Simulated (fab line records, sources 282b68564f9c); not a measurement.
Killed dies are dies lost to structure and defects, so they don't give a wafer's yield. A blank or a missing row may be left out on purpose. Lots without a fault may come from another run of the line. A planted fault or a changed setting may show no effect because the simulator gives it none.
Split-lot experiment | flow rit_cmos | 5 lots, 23 wafers read, on a route of 202 steps

THE SPLIT
At RIT_NLDD_COAT_01 (resist thk 1000 nm), the setting resist_thk_nm was moved away from the recipe's 1000 nm on 11 of the 23 wafers read, by -2.1% to +5.8%. The other wafers ran this setting at the recipe's value.

FROM THE SPLIT TO THE READING: what the file shows between them, 3 steps
- RIT_NLDD_SOFTBAKE_02: time 60 s
- RIT_NLDD_EXPOSE_03: exposes mask M7, target cd 40700 nm
- RIT_NLDD_DEVELOP_05: develop time 50 s

THE READING
NOVOLAK_of_NLDD_COAT_01.thk_nm (the simulator's own value, which no gauge read), in nm, at RIT_NLDD_HARDBAKE_07 (time 60 s). The file gives no usual value for it. The 12 wafers here that ran the recipe average 881.6 nm, standard deviation 2.9 nm.

wafer  | tool, chamber at the split | resist_thk_nm as run, nm | against the recipe | NOVOLAK_of_NLDD_COAT_01.thk_nm, nm | against lot-mates on the recipe
L075.1 | litho_track-02, 0          | 1000                     | recipe             | 877.4                              | -
L075.2 | litho_track-02, 0          | 1058                     | +5.8%              | 929.5                              | +51.8
L075.3 | litho_track-02, 0          | 1000                     | recipe             | 879                                | -
L075.4 | litho_track-02, 0          | 1058                     | +5.8%              | 931.3                              | +53.6
L075.5 | litho_track-02, 0          | 1000                     | recipe             | 876.6                              | -
L077.2 | litho_track-02, 0          | 1000                     | recipe             | 882                                | -
L077.5 | litho_track-02, 0          | 1000                     | recipe             | 882.9                              | -
L077.6 | litho_track-02, 0          | 1000                     | recipe             | 881                                | -
L078.1 | litho_track-03, 0          | 979                      | -2.1%              | 864.6                              | -17.5
L078.2 | litho_track-03, 0          | 979                      | -2.1%              | 863.9                              | -18.2
L078.3 | litho_track-03, 0          | 1000                     | recipe             | 882                                | -
L078.5 | litho_track-03, 0          | 1000                     | recipe             | 882.3                              | -
L078.6 | litho_track-03, 0          | 979                      | -2.1%              | 861.4                              | -20.8
L079.2 | litho_track-03, 0          | 1043                     | +4.3%              | 920.5                              | +39.1
L079.3 | litho_track-03, 0          | 1000                     | recipe             | 882                                | -
L079.4 | litho_track-03, 0          | 1043                     | +4.3%              | 917.2                              | +35.8
L079.5 | litho_track-03, 0          | 1000                     | recipe             | 880.8                              | -
L079.6 | litho_track-03, 0          | 1043                     | +4.3%              | 920                                | +38.6
L085.1 | litho_track-04, 0          | 1000                     | recipe             | 885.9                              | -
L085.2 | litho_track-04, 0          | 1036                     | +3.6%              | 918.8                              | +32.2
L085.3 | litho_track-04, 0          | 1036                     | +3.6%              | 920.2                              | +33.6
L085.5 | litho_track-04, 0          | 1036                     | +3.6%              | 918                                | +31.4
L085.6 | litho_track-04, 0          | 1000                     | recipe             | 887.3                              | -

THE FIT
A straight line over all 23 wafers: NOVOLAK_of_NLDD_COAT_01.thk_nm changes by +8.92 nm for each +1% of resist_thk_nm; r = +0.99; the points scatter about the line by 3.2 nm.
The same after taking each lot's own level away (the mean of its wafers on the recipe; 23 wafers): +8.97 nm for each +1%; r = +1.00; scatter 1.1 nm.
On that fit, the largest move of resist_thk_nm shifts the reading by 52 nm.
The lots' own levels span 877.67 to 886.60 nm, that is 3.0 times the standard deviation above.
So the lot-to-lot level changes the slope little: the two slopes agree.
Check: with one of the wafers moved furthest among these (+5.8%) left out of the fit, the line predicts +52.1 nm for it against its lot-mates. It came out at +51.8 nm against them.

OTHER SPLITS ON THESE WAFERS
These wafers also went through other splits before the reading. Each is held against what the fit with the lots' levels taken away leaves over:
other split on the same wafers       | wafers away from the commonest value | r with NOVOLAK_of_NLDD_COAT_01.thk_nm (lot level and that fit taken away)
RIT_ACTIVE_CVD_03 sih2cl2_flow_sccm  | 15                                   | +0.22
RIT_FOX2_OXIDATION_00 ox_time_s      | 18                                   | +0.14
RIT_PWELL_COAT_01 spin_rpm           | 7                                    | -0.03
RIT_PWELL_IMPLANT_08 dose_cm2        | 10                                   | -0.21
RIT_NRETRO_COAT_01 spin_rpm          | 11                                   | -0.05
RIT_NRETRO_DEVELOP_05 develop_time_s | 7                                    | -0.16
RIT_PRETRO_SOFTBAKE_02 time_s        | 8                                    | +0.03
RIT_GATE_CLEAN_04 time_s             | 10                                   | +0.13
RIT_GATE_DEVELOP_15 dev_temp_c       | 5                                    | -0.41

THE WHOLE CHAIN: every reading that the file lists as answering this split, in the file's order
step                 | what it does       | reading                                                                         | change (the file's fit)              | r (the file's)
RIT_NLDD_COAT_01     | resist thk 1000 nm | NOVOLAK_of_NLDD_COAT_01.thk_nm (the simulator's own value, which no gauge read) | +10.3 nm for each +1% of the setting | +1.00
RIT_NLDD_HARDBAKE_07 | time 60 s          | NOVOLAK_of_NLDD_COAT_01.thk_nm (the simulator's own value, which no gauge read) | +8.99 nm for each +1% of the setting | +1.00

THE FILE'S OWN FIT
NOVOLAK_of_NLDD_COAT_01.thk_nm changes by +8.99 nm for each +1% of resist_thk_nm, r = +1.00.
